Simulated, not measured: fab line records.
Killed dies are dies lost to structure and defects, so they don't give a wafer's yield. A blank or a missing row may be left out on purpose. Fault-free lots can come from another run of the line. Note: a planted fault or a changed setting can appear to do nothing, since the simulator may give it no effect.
A struck lot beside a sound one -- flow ritCmos -- 18 out of 202 route steps
Sound: these wafers, L162.1, L162.3, L162.4. Wafers struck: L169.2, L169.4, L169.6. The cause is given at the end.
Order at every step that has rows: each side's tool, ch and its chambers, its first start. Under that, the readings that differ: sound wafers -- struck wafers -- difference of the means -- sigmas: that difference in standard deviations of wafers without a fault.
alike: readings whose means differ by less than 2 such deviations, and words and numbers that are the same on both sides. not compared: withheld readings, readings that some wafer has no value for, bounds like >300 that may hide the same value, and numbers for which the record gives no deviation and whose values overlap.
Wherever a step has rows on one side only, a row that says differs or no value, or a row with sigmas, the two part there. Numbers that have no deviation but don't overlap get no sigmas and don't part them. Lack of a reading on every wafer of one side parts them only where that side has two or more wafers.

first, 4 steps without rows for these wafers: RIT_NRETRO_SOFTBAKE_02 (time 60 s); RIT_NRETRO_EXPOSE_03 (exposes mask M4, target cd 43900 nm); RIT_NRETRO_PEB_04; RIT_NRETRO_DEVELOP_05 (develop time 68 s).
RIT_NRETRO_OVL_MEAS_06:
  sound on overlay-01, day 2 20:47; struck on overlay-02, day 4 08:32
  alike: NRETRO_OVL
then, 2 steps without rows for these wafers: RIT_NRETRO_HARDBAKE_07 (time 120 s); RIT_NRETRO_IMPLANT_08.
RIT_NRETRO_STRIP_09: strips in O2, time 180 s.
  sound on plasmaAsher-02 ch 0,1, day 2 21:14; struck on plasmaAsher-01 ch 0,1, day 4 08:58
reading,sound,struck,difference,sigmas
drypumpMotorCurrentA (A),6.5 5.8 6.6,4.9 4.9 5.9,-1.1,-2
  alike: chamberPressureMTorr
  not compared: rfHoursCounterH
RIT_NRETRO_TW_MEAS_10:
  sound on filmMetro-01, day 2 21:24; struck on filmMetro-04, day 4 09:09
  alike: NRETRO_TW
then, 3 steps without rows for these wafers: RIT_PRETRO_HMDS_00 (prime time 60 s); RIT_PRETRO_COAT_01 (resist thk 1300 nm); RIT_PRETRO_SOFTBAKE_02 (time 60 s).
RIT_PRETRO_EXPOSE_03: exposes mask M5, target cd 43700 nm.
  sound on ilineStepper-01 ch 0, day 2 22:02; struck on ilineStepper-02 ch 0, day 4 09:47
reading,sound,struck,difference,sigmas
model.PRETRO.overlayXNm (nm),1.019 1.019 1.019,130.2 130.2 130.2,+129.2,
  alike: mask
then, 2 steps without rows for these wafers: RIT_PRETRO_PEB_04; RIT_PRETRO_DEVELOP_05 (develop time 68 s).
RIT_PRETRO_OVL_MEAS_06:
  sound on overlay-02, day 2 22:28; struck on overlay-02, day 4 10:13
reading,sound,struck,difference,sigmas
PRETRO_OVL (nm),1.3 2.2 1.9,130.1 130.2 130.8,+128.6,+92
then, 1 step without rows for these wafers: RIT_PRETRO_HARDBAKE_07 (time 120 s).
RIT_M1_PROBE_99:
  sound on prober-01, day 4 04:29; struck on prober-02, day 5 14:32
reading,sound,struck,difference,sigmas
killed_at_M0_to_M3,0 0 1,0 0 0,+0,-3
model.etest.retroEdgeNmos.offLog10AUm,-10.8 -10.69 -10.33,-9.831 -9.947 -10.2,+0.614,
  alike: killedAtContacts, killedAtFrontEnd, killedDies, killedOpen, killedShort
  not compared: model.etest.retroEdgePmos.offLog10AUm

## WHERE THEY PART
Earliest at RIT_NRETRO_STRIP_09; latest, in this record, at RIT_M1_PROBE_99.

WHY: what the simulator had put in
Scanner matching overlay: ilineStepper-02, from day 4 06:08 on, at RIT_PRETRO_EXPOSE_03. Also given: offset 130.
